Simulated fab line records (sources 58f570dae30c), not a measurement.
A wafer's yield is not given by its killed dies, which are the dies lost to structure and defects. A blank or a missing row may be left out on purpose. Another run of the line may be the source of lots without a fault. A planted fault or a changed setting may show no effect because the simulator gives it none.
fab line records	flow berkeley-cmos170
record lots=6	wafers=18	last-day=12
route steps=331 shown M2@277 V2@292 M3@331
lots untouched by any fault: they come from a run of this same line in which no faults occurred
start-h: hours from the record's opening day to when the first of the lot's shown wafers began	wait-h: how many hours have passed since the lot's step before this one	" same as the row above	L1.1+2: one row covering several wafers at once	- value missing, or start not given	* or withheld: withheld	< > ~ a bound
route shown NAME@n: a module of which the file shows steps, and the number in the route of the first	usual: mean/standard deviation of fault-free wafers	same: alike in all rows	chamber/n: place in a boat	sites: per-site readings	_std_site: the values' standard deviation	_edge_site: inner sites' mean taken away from outer sites' mean	radius-mm: how far each site lies from the wafer's centre	mask NAME#n: copy n	behind: the last tool/chamber to shape the wafer	hold: cause of the lot's hold/its duration in hours/its outcome	device: which transistor (n, p or np) failed to switch	end of line: the same wafers' tests at the end of the route	a step without rows: its recipe alone	killed: the dies lost at the first sort to structure and to defects; this is not the yield of the wafer	map: shows each die of a wafer: x if killed, . if not, _ if none is there
set.NAME: the setting the step ran with; set.NAME@STEP: the setting that earlier step ran with	model.NAME: the simulator's own value behind a step, which no gauge read
lots at some steps of the route; a table a step, a row a wafer
services: from which hour (start-h, from the record's first day; less than 0 if before it) a tool's chamber was out of use, for how many hours, and why
## steps
# step UCB170_M2_SOFTBAKE_06
# recipe resist=KrF	temp-c=130	time-s=60
# step UCB170_M2_STRIP_07
# recipe chemistry=O2	power-w=400	pressure-mtorr=3500	platen-temp-c=withheld	o2-flow-sccm=400	overash-fraction=0.5
# usual drypump-motor-current-A=5.73/0.27	oes-product-au=0.734/0.0041	strip-time-to-endpoint-s=21.97/0.054
# same overash-fraction=0.5
lot.wafer	tool	chamber	start-h	wait-h	drypump-motor-current-A	oes-product-au	rf-hours-counter-h	strip-time-to-endpoint-s
L912.2	plasma-asher-03	1	183.67	0.1	5.84	0.738	6	21.96
L912.5	"	1	"	"	5.85	0.738	-	21.95
L912.6	"	0	"	"	5.35	0.732	-	21.95
L918.1	plasma-asher-03	1	213.70	0.1	5.83	0.726	9	21.93
L918.2	"	0	"	"	5.30	0.737	9	21.98
L918.6	"	0	"	"	5.32	0.734	-	21.95
L924.1	plasma-asher-03	0	246.63	0.1	5.32	0.736	13	21.90
L924.3	"	1	"	"	5.83	0.733	-	21.95
L924.6	"	0	"	"	5.32	0.735	-	21.98
L926.1	plasma-asher-03	0	251.66	0.1	5.29	0.734	14	22.01
L926.2	"	1	"	"	5.84	0.735	14	22.01
L926.3	"	0	"	"	5.30	0.737	-	22.03
L930.2	plasma-asher-02	1	266.38	0.1	6.04	0.738	53	22.00
L930.5	"	1	"	"	6.05	0.736	-	21.93
L930.6	"	0	"	"	5.61	0.732	-	21.95
L931.2	plasma-asher-03	1	277.78	0.1	5.86	0.739	18	21.91
L931.4	"	1	"	"	5.84	0.747	-	21.91
L931.6	"	0	"	"	5.30	0.736	-	21.89
# step UCB170_M2_STRIP_08
# recipe chemistry=DMSO	temp-c=80	time-s=600	material=KrF
# step UCB170_M2_COAT_09
# recipe resist=BARC	temp-c=withheld	time-s=withheld	spin-rpm=3000	resist-thk-nm=withheld
# step UCB170_M2_COAT_10
# recipe resist=KrF	spin-rpm=1500	resist-thk-nm=900
# step UCB170_M2_SOFTBAKE_11
# recipe resist=KrF	temp-c=130	time-s=60
# step UCB170_M2_EXPOSE_12
# recipe mask-id=METAL2	target-cd-nm=700	na=0.5	sigma-outer=0.6	source-shape=conventional	dose-mj=26
# step UCB170_M2_PEB_13
# recipe peb-temp-c=130	peb-time-s=withheld	resist=KrF
# step UCB170_M2_DEVELOP_14
# recipe developer=TMAH	develop-time-s=45	resist=KrF	dev-temp-c=21
# step UCB170_M2_CD_MEAS_15
# recipe target-cd-nm=700
# usual cd-nm=700.1/1.6
lot.wafer	tool	chamber	start-h	wait-h	cd-nm
L912.2	cd-sem-01	-	185.19	-	700.5
L912.5	"	-	"	"	700.4
L912.6	"	-	"	"	700.9
L918.1	cd-sem-02	-	216.94	-	697.4
L918.2	"	-	"	"	698.5
L918.6	"	-	"	"	697.2
L924.1	cd-sem-02	-	247.92	-	699.2
L924.3	"	-	"	"	701.0
L924.6	"	-	"	"	699.7
L926.1	cd-sem-01	-	253.84	-	699.3
L926.2	"	-	"	"	701.4
L926.3	"	-	"	"	699.1
L930.2	cd-sem-01	-	267.53	-	698.6
L930.5	"	-	"	"	699.4
L930.6	"	-	"	"	697.9
L931.2	cd-sem-01	-	278.93	-	702.2
L931.4	"	-	"	"	702.4
L931.6	"	-	"	"	702.6
# step UCB170_M2_OVL_MEAS_16
# usual M2_OVL=-2/5.6
lot.wafer	tool	chamber	start-h	wait-h	M2_OVL[nm]
L912.2	overlay-01	-	185.30	0.1	-9
L912.5	"	-	"	"	-13
L912.6	"	-	"	"	-14
L918.1	overlay-01	-	217.06	0.1	-8
L918.2	"	-	"	"	-4
L918.6	"	-	"	"	3
L924.1	overlay-01	-	248.04	0.1	-14
L924.3	"	-	"	"	-12
L924.6	"	-	"	"	-7
L926.1	overlay-02	-	253.96	0.1	4
L926.2	"	-	"	"	4
L926.3	"	-	"	"	2
L930.2	overlay-01	-	267.64	0.1	1
L930.5	"	-	"	"	-3
L930.6	"	-	"	"	-4
L931.2	overlay-02	-	279.04	0.1	2
L931.4	"	-	"	"	0
L931.6	"	-	"	"	8
# step UCB170_M2_ETCH_17
# recipe chemistry=N2/H2	target-depth-a=withheld	overetch-a=withheld	target=BARC	time-s=withheld	source-w=500	bias-w=100	pressure-mtorr=30	n2-flow-sccm=100	h2-flow-sccm=200
# usual drypump-motor-current-A=5.8/0.51	n2-flow-sccm=99.96/0.28	oes-product-au=1.000/0.019	throttle-valve-pct=13.27/0.21
lot.wafer	tool	chamber	start-h	wait-h	drypump-motor-current-A	n2-flow-sccm	oes-product-au	throttle-valve-pct
L912.2	rie-diel-03	0	185.33	0.0	6.2	99.84	1.007	13.53
L912.5	"	1	"	"	6.6	100.11	0.977	12.95
L912.6	"	2	"	"	6.6	100.00	1.002	13.62
L918.1	rie-diel-04	2	217.10	0.0	6.3	100.24	0.992	12.90
L918.2	"	3	"	"	5.4	99.62	0.988	13.47
L918.6	"	1	"	"	5.6	99.78	0.990	13.37
L924.1	rie-diel-01	2	248.08	0.0	5.9	99.97	1.017	13.19
L924.3	"	1	"	"	5.5	100.30	0.997	13.22
L924.6	"	3	"	"	5.4	99.72	1.039	13.20
L926.1	rie-diel-01	0	253.99	0.0	5.5	99.91	0.987	13.15
L926.2	"	3	"	"	5.4	100.46	1.042	13.20
L926.3	"	2	"	"	5.9	100.00	1.012	13.20
L930.2	rie-diel-01	2	267.67	0.0	5.9	99.55	1.014	13.19
L930.5	"	0	"	"	5.5	99.87	0.976	13.17
L930.6	"	3	"	"	5.5	99.65	1.038	13.21
L931.2	rie-diel-04	0	279.07	0.0	5.1	100.70	1.000	13.19
L931.4	"	3	"	"	5.4	100.06	0.980	13.48
L931.6	"	3	"	"	5.4	100.14	0.983	13.46
# step UCB170_M2_METAL_ETCH_18
# recipe chemistry=Cl2/BCl3	target=Al	stop-on=SiO2	pressure-mtorr=12	target-depth-a=11700	over-etch-frac=0.3	time-s=195	icp-w=600	bias-w=120	Cl2_flow_sccm=90	bcl3-flow-sccm=45
# usual drypump-motor-current-A=5.6/0.42	oes-product-au=0.862/0.013	throttle-valve-pct=24.24/0.27
lot.wafer	tool	chamber	start-h	wait-h	drypump-motor-current-A	oes-product-au	rf-hours-counter-h	throttle-valve-pct	model.KrF_of_M2_COAT_10.thk-nm	model.SiO2_of_V1_CVD_00.thk-nm	model.M2.cd-nm
L912.2	rie-metal-01	0	185.37	-	6.4	0.843	6.8	24.11	186.5	935.4	696.9
L912.5	"	1	"	"	5.6	0.880	-	24.66	205.6	937.5	702.5
L912.6	"	0	"	"	6.4	0.852	-	24.10	185.6	934.6	699.6
L918.1	rie-metal-04	0	217.14	-	5.2	0.861	8.0	23.88	214.4	939.2	695.2
L918.2	"	1	"	"	4.9	0.876	13.2	24.16	203.9	936.3	694.5
L918.6	"	0	"	"	5.2	0.868	-	23.88	219.6	937.7	695.1
L924.1	rie-metal-01	0	248.12	-	6.4	0.856	9.0	24.10	320.7	946.9	713.9
L924.3	"	1	"	"	5.6	0.871	-	24.66	355.9	952.1	712.1
L924.6	"	1	"	"	5.6	0.888	-	24.65	350.1	950.1	708.3
L926.1	rie-metal-01	1	254.03	-	5.6	0.860	8.2	24.67	360.8	953.6	711.5
L926.2	"	0	"	"	6.4	0.847	9.2	24.08	332.9	949.3	717.2
L926.3	"	0	"	"	6.4	0.849	-	24.12	333.8	950.5	713.9
L930.2	rie-metal-02	0	267.77	-	5.6	0.843	-	24.09	194.4	937.5	699.7
L930.5	"	0	"	"	5.6	0.861	-	24.09	195.7	936.7	699.9
L930.6	"	0	"	"	5.6	0.846	-	24.10	197.5	935.5	696.1
L931.2	rie-metal-04	0	279.17	-	5.2	0.865	-	23.89	212.9	939.3	704.6
L931.4	"	0	"	"	5.2	0.861	-	23.88	212.2	938.9	706
L931.6	"	0	"	"	5.2	0.870	-	23.88	221	937.4	706
# step UCB170_M2_STRIP_19
# recipe chemistry=O2	power-w=400	pressure-mtorr=3500	platen-temp-c=withheld	o2-flow-sccm=400	overash-fraction=0.5
# usual drypump-motor-current-A=5.73/0.27	oes-product-au=0.529/0.015
# same overash-fraction=0.5
lot.wafer	tool	chamber	start-h	wait-h	drypump-motor-current-A	oes-product-au	rf-hours-counter-h
L912.2	plasma-asher-02	1	185.56	0.1	6.04	0.513	42
L912.5	"	1	"	"	6.04	0.537	-
L912.6	"	0	"	"	5.61	0.515	-
L918.1	plasma-asher-02	0	217.33	0.1	5.61	0.550	46
L918.2	"	1	"	"	5.99	0.537	46
L918.6	"	0	"	"	5.61	0.550	-
L924.1	plasma-asher-03	0	248.31	0.1	5.31	0.655	14
L924.3	"	0	"	"	5.31	0.689	-
L924.6	"	0	"	"	5.32	0.690	-
L926.1	plasma-asher-03	1	254.22	0.1	5.86	0.692	15
L926.2	"	0	"	"	5.33	0.662	15
L926.3	"	1	"	"	5.83	0.675	-
L930.2	plasma-asher-02	1	268.09	0.2	6.06	0.526	53
L930.5	"	0	"	"	5.61	0.525	-
L930.6	"	1	"	"	6.04	0.526	-
L931.2	plasma-asher-03	1	279.48	0.2	5.80	0.543	18
L931.4	"	1	"	"	5.83	0.545	-
L931.6	"	1	"	"	5.84	0.558	-
# step UCB170_M2_CD_MEAS_90
# recipe target-cd-nm=700
# usual cd-nm=700.0/2.9
lot.wafer	tool	chamber	start-h	wait-h	hold	cd-nm
L912.2	cd-sem-02	-	185.71	0.1	-	696.7
L912.5	"	-	"	"	-	702.6
L912.6	"	-	"	"	-	699.3
L918.1	cd-sem-02	-	217.43	0.1	-	695.4
L918.2	"	-	"	"	-	694.2
L918.6	"	-	"	"	-	695.5
L924.1	cd-sem-02	-	248.41	0.1	await-dispo/0.2h/release	713.7
L924.3	"	-	"	"	await-dispo/0.2h/release	712.1
L924.6	"	-	"	"	await-dispo/0.2h/release	708.2
L924.1	cd-sem-02	-	248.70	0.3	-	713.9
L924.3	"	-	"	"	-	712.1
L924.6	"	-	"	"	-	708.3
L926.1	cd-sem-02	-	254.32	0.1	await-dispo/0.2h/release	711.4
L926.2	"	-	"	"	await-dispo/0.2h/release	716.9
L926.3	"	-	"	"	await-dispo/0.2h/release	713.9
L926.1	cd-sem-02	-	254.80	0.5	-	711.6
L926.2	"	-	"	"	-	717.4
L926.3	"	-	"	"	-	714.0
L930.2	cd-sem-02	-	268.21	0.1	-	699.7
L930.5	"	-	"	"	-	700.0
L930.6	"	-	"	"	-	696.3
L931.2	cd-sem-02	-	279.60	0.1	-	704.3
L931.4	"	-	"	"	-	706.1
L931.6	"	-	"	"	-	706.1
# step UCB170_V2_CVD_00
# recipe material=SiO2	target-thk-nm=2000	temp-c=390	precursor=TEOS/O2	time-s=250	rf-w=550	pressure-mtorr=9000
# usual heater-power-w=252/65	pressure-mtorr=9003/18
lot.wafer	tool	chamber	start-h	wait-h	hold	heater-power-w	pressure-mtorr	since-wet-clean-h
L912.2	pecvd-02	0	185.81	0.1	-	165	9030	36
L912.5	"	2	"	"	-	261	9043	-
L912.6	"	0	"	"	-	222	8994	-
L918.1	pecvd-02	1	217.55	0.1	-	401	8998	68
L918.2	"	0	"	"	-	157	9006	68
L918.6	"	0	"	"	-	215	8981	-
L924.1	pecvd-02	2	252.90	4.2	await-dispo/4.1h/release	247	9001	103
L924.3	"	0	"	"	await-dispo/4.1h/release	194	8997	103
L924.6	"	1	"	"	await-dispo/4.1h/release	396	9025	-
L926.1	pecvd-02	1	261.60	6.8	await-dispo/6.5h/release	340	9012	112
L926.2	"	0	"	"	await-dispo/6.5h/release	204	9006	112
L926.3	"	2	"	"	await-dispo/6.5h/release	221	8968	112
L930.2	pecvd-04	0	268.31	0.1	-	253	9012	12
L930.5	"	1	"	"	-	180	8983	-
L930.6	"	2	"	"	-	257	9020	-
L931.2	pecvd-04	0	279.70	0.1	-	185	9010	23
L931.4	"	2	"	"	-	263	9013	-
L931.6	"	0	"	"	-	250	9025	-
# step UCB170_M3_PROBE_99
lot.wafer	tool	chamber	start-h	wait-h	hold	model.etest.antenna-m2.vt-shift-v
L912.2	prober-01	-	193.31	0.1	-	-0.01617
L912.5	prober-01	-	193.46	0.2	-	-0.01494
L912.6	prober-01	-	193.51	0.2	-	-0.01569
L918.1	prober-02	-	225.85	0.1	-	-0.01251
L918.2	prober-02	-	225.90	0.1	-	-0.01138
L918.6	prober-02	-	226.10	0.2	-	-0.01282
L924.1	prober-01	-	257.92	0.1	await-dispo/2.6h/release	-0.006857
L924.3	prober-01	-	258.02	0.2	await-dispo/2.6h/release	-0.009218
L924.6	prober-01	-	258.17	0.2	await-dispo/2.6h/release	-0.004876
L926.1	prober-01	-	266.71	0.1	await-dispo/7.1h/release	-0.003553
L926.2	prober-01	-	266.76	0.1	await-dispo/7.1h/release	-0.01027
L926.3	prober-01	-	266.81	0.2	await-dispo/7.1h/release	-0.01024
L930.2	prober-01	-	273.88	0.1	-	-0.01513
L930.5	prober-01	-	274.03	0.2	-	-0.01297
L930.6	prober-01	-	274.08	0.2	-	-0.01617
L931.2	prober-02	-	284.88	0.1	-	-0.01358
L931.4	prober-02	-	284.98	0.2	-	-0.01746
L931.6	prober-02	-	285.08	0.2	-	-0.0117
# killed by level:class
L912.2 GATE:geometric-particle:short=1
L912.5 SACOX:geometric-particle:short=1 GATE:geometric-particle:open=1 SILICIDE:geometric-particle:short=1 V1:geometric-particle:short=1
L912.6 V1:geometric-particle:short=1 ACTIVE:area-etch=1
L918.1 M1:geometric-particle:open=1 M3:geometric-particle:short=1
L918.2 WELLDRIVE:geometric-particle:open=1 SILICIDE:geometric-particle:short=1 SILICIDE:geometric-particle:open=1 V1:geometric-particle:open=1 V2:geometric-particle:short=1
L918.6 GATE:geometric-particle:open=1 SILICIDE:geometric-particle:short=1 CONTACT:geometric-particle:short=1 M2:geometric-particle:short=1
L930.2 SCREENOX:geometric-particle:open=1 GATE:geometric-particle:open=1 SILICIDE:geometric-particle:open=1
L930.5 M3:geometric-particle:short=3 ACTIVE:geometric-particle:short=1 SACOX:geometric-particle:short=1 V1:geometric-particle:short=1
L930.6 M1:geometric-particle:short=1 M1:geometric-particle:open=1
L931.2 FIELD:geometric-particle:short=1
L931.4 SACOX:geometric-particle:open=2 SCREENOX:geometric-particle:short=1 GATE:geometric-particle:open=1 SPACER:geometric-particle:open=1 SILICIDE:geometric-particle:open=1
L931.6 PLDD:coat-microbubble-printed=2 WELLDRIVE:geometric-particle:open=1 SACOX:geometric-particle:open=1 SILICIDE:geometric-particle:short=1 SILICIDE:geometric-particle:open=1 M1:geometric-particle:short=1 V2:geometric-particle:short=1
# map L912.5 (x killed, . not)
________x......_______
_____.............____
____.x.............___
___.................__
__..................._
__..................._
_............x........
_.....................
_....x................
_.....................
__..................._
__..................._
___.................__
____...............___
_____.............____
________......._______
# map L931.6 (x killed, . not)
________......._______
_____.............____
____....x.........x___
___x..........x.....__
__..................._
__.............x....._
_...............x.....
_.....................
_.....................
_.....................
__..................._
__..................._
___.x...............__
____...............___
_____............x____
________......._______
## services
tool	chamber	start-h	hours	kind
rie-diel-01	2	166.75	1.9	repair
pecvd-04	2	170.54	5.7	repair
rie-metal-04	-	186.86	1.4	pm
pecvd-02	2	190.02	7.8	repair
rie-diel-03	1	190.93	11.5	repair
plasma-asher-03	-	199.55	2.8	pm
pecvd-02	1	203.41	12.3	repair
rie-diel-04	0	210.72	-	clean
rie-diel-04	0	210.72	22.8	scheduled-down
rie-diel-04	0	210.72	22.8	vent-cycle
pecvd-04	2	213.32	10.2	repair
rie-diel-04	-	221.59	14.6	pm
rie-metal-02	1	239.24	-	clean
rie-metal-02	1	239.24	31.5	scheduled-down
pecvd-04	-	242.50	14.0	pm
pecvd-04	0	242.50	14.0	vent-cycle
pecvd-04	1	242.50	14.0	vent-cycle
pecvd-04	2	242.50	14.0	vent-cycle
rie-metal-04	-	253.17	0.9	repair
pecvd-04	0	256.50	-	clean
pecvd-04	1	256.50	-	clean
pecvd-04	2	256.50	-	clean
pecvd-04	0	271.43	4.2	repair
rie-metal-04	1	271.87	17.1	repair
## key
first-sign step=UCB170_M2_STRIP_19	reading=oes-product-au	direction=up	sigmas=10	usual=0.529	struck=0.677
effect step=UCB170_M2_CD_MEAS_90	reading=visit	direction=added
effect step=UCB170_M3_PROBE_99	reading=hold	direction=added
model-effect step=UCB170_M2_METAL_ETCH_18	value=KrF_of_M2_COAT_10.thk-nm	without=192.3	struck=342.4
model-effect step=UCB170_M3_PROBE_99	value=etest.antenna-m2.vt-shift-v	without=-0.01417	struck=-0.007502
met-at UCB170_M2_METAL_ETCH_18
struck-wafers L924.1,L924.3,L924.6,L926.1,L926.2,L926.3
sort-left-out L924.1,L924.3,L924.6,L926.1,L926.2,L926.3
onset-between 185.37 248.12
fault kind=process-parameter-drift	tool=rie-metal-01	chamber=-	onset-h=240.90	steps=UCB170_M2_METAL_ETCH_18	channel=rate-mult	offset=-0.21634	shape=step	end-h=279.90
# sort-left-out: the simulated sort isn't trusted on such a fault, so these wafers' sort isn't shown, and their yield isn't known
